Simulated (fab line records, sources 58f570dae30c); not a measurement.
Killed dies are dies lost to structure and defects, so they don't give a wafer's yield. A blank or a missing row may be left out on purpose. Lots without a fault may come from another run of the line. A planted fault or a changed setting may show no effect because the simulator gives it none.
Split-lot experiment | flow berkeley_cmos170 | 5 lots, 27 wafers read, on a route of 331 steps

THE SPLIT
At UCB170_SPACER_CVD_00 (deposits SiO2 from TEOS/O2, target thk 376 nm, time 47 s), the setting time_s was moved away from the recipe's 47 s on 12 of the 27 wafers read, by -58.9% to +48.6%. The other wafers ran this setting at the recipe's value.

FROM THE SPLIT TO THE READING: what the file shows between them, 2 steps
- UCB170_SPACER_THK_MEAS_01
- UCB170_SPACER_ANNEAL_02: time 1800 s

THE READING
oes_product_au, in a.u., at UCB170_SPACER_ETCHBACK_03 (etches SiO2 in CHF3/CF4/Ar, stops on Si, target depth 376 nm, time 100 s). Fault-free wafers of this fab line usually give 0.902 a.u., standard deviation 0.012 a.u..

wafer  | tool, chamber at the split | time_s as run, s | against the recipe | oes_product_au, a.u. | against lot-mates on the recipe
L074.4 | pecvd-04, 1                | 47               | recipe             | 0.911                | -
L074.5 | pecvd-04, 2                | 47               | recipe             | 0.917                | -
L074.6 | pecvd-04, 0                | 47               | recipe             | 0.917                | -
L077.1 | pecvd-03, 2                | 65.54            | +39.4%             | 1.005                | +0.114
L077.2 | pecvd-03, 0                | 65.54            | +39.4%             | 0.993                | +0.102
L077.3 | pecvd-03, 1                | 65.54            | +39.4%             | 0.995                | +0.104
L077.4 | pecvd-03, 0                | 47               | recipe             | 0.888                | -
L077.5 | pecvd-03, 1                | 47               | recipe             | 0.890                | -
L077.6 | pecvd-03, 2                | 47               | recipe             | 0.896                | -
L079.1 | pecvd-04, 2                | 19.31            | -58.9%             | 0.505                | -0.403
L079.2 | pecvd-04, 1                | 19.31            | -58.9%             | 0.497                | -0.411
L079.3 | pecvd-04, 1                | 19.31            | -58.9%             | 0.508                | -0.400
L079.4 | pecvd-04, 2                | 47               | recipe             | 0.914                | -
L079.5 | pecvd-04, 1                | 47               | recipe             | 0.903                | -
L079.6 | pecvd-04, 2                | 47               | recipe             | 0.908                | -
L082.1 | pecvd-01, 0                | 47               | recipe             | 0.883                | -
L082.2 | pecvd-01, 2                | 47               | recipe             | 0.890                | -
L082.3 | pecvd-01, 2                | 26.46            | -43.7%             | 0.610                | -0.283
L082.4 | pecvd-01, 0                | 26.46            | -43.7%             | 0.608                | -0.285
L082.5 | pecvd-01, 0                | 26.46            | -43.7%             | 0.590                | -0.303
L082.6 | pecvd-01, 2                | 47               | recipe             | 0.905                | -
L083.1 | pecvd-03, 1                | 47               | recipe             | 0.910                | -
L083.2 | pecvd-03, 0                | 69.86            | +48.6%             | 1.001                | +0.086
L083.3 | pecvd-03, 2                | 69.86            | +48.6%             | 1.018                | +0.103
L083.4 | pecvd-03, 1                | 47               | recipe             | 0.909                | -
L083.5 | pecvd-03, 2                | 69.86            | +48.6%             | 0.988                | +0.073
L083.6 | pecvd-03, 0                | 47               | recipe             | 0.926                | -

THE FIT
A straight line over all 27 wafers: oes_product_au changes by +0.00479 a.u. for each +1% of time_s; r = +0.94; the points scatter about the line by 0.059 a.u..
The same after taking each lot's own level away (the mean of its wafers on the recipe; 27 wafers): +0.00476 a.u. for each +1%; r = +0.94; scatter 0.059 a.u..
On that fit, the largest move of time_s shifts the reading by 0.28 a.u..
The lots' own levels span 0.8913 to 0.9150 a.u., that is 2.0 times the standard deviation above.
So the lot-to-lot level changes the slope little: the two slopes agree.
Check: with one of the wafers moved furthest among these (-58.9%) left out of the fit, the line predicts -0.315 a.u. for it against its lot-mates. It came out at -0.403 a.u. against them.

OTHER SPLITS ON THESE WAFERS
These wafers also went through other splits before the reading. Each is held against what the fit with the lots' levels taken away leaves over:
other split on the same wafers        | wafers away from the commonest value | r with oes_product_au (lot level and that fit taken away)
UCB170_PWELL_CVD_05 time_s            | 21                                   | -0.02
UCB170_GATE_DEVELOP_11 develop_time_s | 12                                   | -0.24

THE WHOLE CHAIN: every reading that the file lists as answering this split, in the file's order
step                      | what it does                                                             | reading                                                                       | change (the file's fit)                                                            | r (the file's)
UCB170_SPACER_CVD_00      | deposits SiO2 from TEOS/O2, target thk 376 nm, time 47 s                 | SiO2_of_SPACER_CVD_00.thk_nm (the simulator's own value, which no gauge read) | +3.74 nm for each +1% of the setting                                               | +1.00
UCB170_SPACER_THK_MEAS_01 |                                                                          | SPACER_TEOS_THK                                                               | +3.75 for each +1% of the setting                                                  | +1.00
UCB170_SPACER_ETCHBACK_03 | etches SiO2 in CHF3/CF4/Ar, stops on Si, target depth 376 nm, time 100 s | oes_product_au                                                                | +0.00483 a.u. for each +1% of the setting                                          | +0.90
UCB170_SPACER_ETCHBACK_03 | etches SiO2 in CHF3/CF4/Ar, stops on Si, target depth 376 nm, time 100 s | etch.depth_nm (the simulator's own value, which no gauge read)                | +2.28 nm for each +1% of the setting                                               | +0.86
UCB170_M3_PROBE_99        |                                                                          | etest.pldd.line_ohm_um (the simulator's own value, which no gauge read)       | not straight: 6.16 at the lowest setting, 1790 at the recipe, 1795 at the highest  | not given
UCB170_M3_PROBE_99        |                                                                          | etest.nldd.line_ohm_um (the simulator's own value, which no gauge read)       | not straight: 6.059 at the lowest setting, 1229 at the recipe, 1200 at the highest | not given
UCB170_M3_PROBE_99        |                                                                          | etest.pldd.rs_ohm_sq (the simulator's own value, which no gauge read)         | not straight: 3.654 at the lowest setting, 1112 at the recipe, 1114 at the highest | not given

THE FILE'S OWN FIT
oes_product_au changes by +0.00483 a.u. for each +1% of time_s, r = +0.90.
